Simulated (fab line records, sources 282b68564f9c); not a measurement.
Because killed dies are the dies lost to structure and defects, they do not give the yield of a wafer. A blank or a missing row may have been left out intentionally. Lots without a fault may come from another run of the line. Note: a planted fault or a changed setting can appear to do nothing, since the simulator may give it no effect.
Lot-split experiment | flow rit_cmos | 23 wafers read across 5 lots, on a route 202 steps long

SPLIT DETAILS
At RIT_M1_COAT_04 (resist thk 1300 nm), the setting resist_thk_nm was moved away from the recipe's 1300 nm on 6 of the 23 wafers read, by -5.1% to +5.9%. This setting was run at the recipe's value on the other wafers.

FROM THE SPLIT TO THE READING: what the file shows between them, 4 steps
- RIT_M1_SOFTBAKE_05: time 60 s
- RIT_M1_EXPOSE_06: exposes mask M12, target cd 2600 nm
- RIT_M1_PEB_07
- RIT_M1_DEVELOP_08: develop time 68 s

THE READING
cd_nm at RIT_M1_CD_MEAS_09, given in nm (cd target 2600 nm). A value of 2600.0 nm with a standard deviation of 2.4 nm is what fault-free wafers of this fab line usually give.

wafer  | tool, chamber at the split | resist_thk_nm as run, nm | against the recipe | cd_nm, nm | against lot-mates on the recipe
L075.1 | litho_track-04, 0          | 1377                     | +5.9%              | 2606.0    | +6.9
L075.2 | litho_track-04, 0          | 1377                     | +5.9%              | 2604.2    | +5.1
L075.4 | litho_track-04, 0          | 1300                     | recipe             | 2598.7    | -
L075.5 | litho_track-04, 0          | 1300                     | recipe             | 2599.6    | -
L075.6 | litho_track-04, 0          | 1300                     | recipe             | 2599.1    | -
L078.1 | litho_track-03, 0          | 1234                     | -5.1%              | 2597.2    | -5.1
L078.2 | litho_track-03, 0          | 1234                     | -5.1%              | 2596.3    | -6.0
L078.3 | litho_track-03, 0          | 1300                     | recipe             | 2602.5    | -
L078.5 | litho_track-03, 0          | 1300                     | recipe             | 2602.2    | -
L078.6 | litho_track-03, 0          | 1300                     | recipe             | 2602.3    | -
L081.1 | litho_track-03, 0          | 1300                     | recipe             | 2598.0    | -
L081.3 | litho_track-03, 0          | 1300                     | recipe             | 2598.5    | -
L081.6 | litho_track-03, 0          | 1300                     | recipe             | 2600.7    | -
L084.1 | litho_track-01, 0          | 1300                     | recipe             | 2600.4    | -
L084.2 | litho_track-01, 0          | 1300                     | recipe             | 2600.6    | -
L084.3 | litho_track-01, 0          | 1300                     | recipe             | 2601.3    | -
L084.4 | litho_track-01, 0          | 1300                     | recipe             | 2600.2    | -
L084.6 | litho_track-01, 0          | 1300                     | recipe             | 2601.5    | -
L085.1 | litho_track-01, 0          | 1328                     | +2.2%              | 2601.7    | +2.3
L085.3 | litho_track-01, 0          | 1300                     | recipe             | 2599.4    | -
L085.4 | litho_track-01, 0          | 1300                     | recipe             | 2599.2    | -
L085.5 | litho_track-01, 0          | 1300                     | recipe             | 2599.7    | -
L085.6 | litho_track-01, 0          | 1328                     | +2.2%              | 2602.4    | +3.0

THE FIT
A straight line over all 23 wafers: cd_nm changes by +0.766 nm for each +1% of resist_thk_nm; r = +0.83; the points scatter about the line by 1.3 nm.
The same after taking each lot's own level away (the mean of its wafers on the recipe; 23 wafers): +1.06 nm for each +1%; r = +0.97; scatter 0.65 nm.
On that fit, the largest move of resist_thk_nm shifts the reading by 6.3 nm.
From 2599.07 to 2602.33 nm: that is the span of the lots' own levels, equal to 1.4 times the standard deviation above.
Hence the slope depends on the lot-to-lot level, as the two fits are not the same.
Check: +6.01 nm against its lot-mates is what the line predicts for one of the wafers moved furthest among these (+5.9%) when that wafer is left out of the fit. Against them it came out at +6.87 nm.

THE OTHER SPLITS THESE WAFERS WENT THROUGH
Other splits were also applied to these wafers ahead of the reading. Each is held against what the fit with the lots' levels taken away leaves over:
other split on the same wafers        | wafers away from the commonest value | r with cd_nm (lot level and that fit taken away)
RIT_SPACER_CVD_03 time_s              | 15                                   | +0.01
RIT_NSD_IMPLANT_08 dose_cm2           | 4                                    | +0.05
RIT_PSD_IMPLANT_08 dose_cm2           | 10                                   | -0.23
RIT_CONTACT_CVD_00 time_s             | 9                                    | -0.08
RIT_CONTACT_DEVELOP_07 develop_time_s | 7                                    | +0.19
RIT_CONTACT_ETCH_11 time_s            | 8                                    | +0.15

THE WHOLE CHAIN: every reading that the file lists as answering this split, in the file's order
step               | what it does       | reading                                                                       | change (the file's fit)              | r (the file's)
RIT_M1_COAT_04     | resist thk 1300 nm | NOVOLAK_of_M1_COAT_04.thk_nm (the simulator's own value, which no gauge read) | +12.8 nm for each +1% of the setting | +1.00
RIT_M1_CD_MEAS_09  | target cd 2600 nm  | cd_nm                                                                         | +1.06 nm for each +1% of the setting | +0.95
RIT_M1_HARDBAKE_11 | time 120 s         | NOVOLAK_of_M1_COAT_04.thk_nm (the simulator's own value, which no gauge read) | +11 nm for each +1% of the setting   | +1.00

THE FILE'S OWN FIT
cd_nm changes by +1.06 nm for each +1% of resist_thk_nm, r = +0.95.
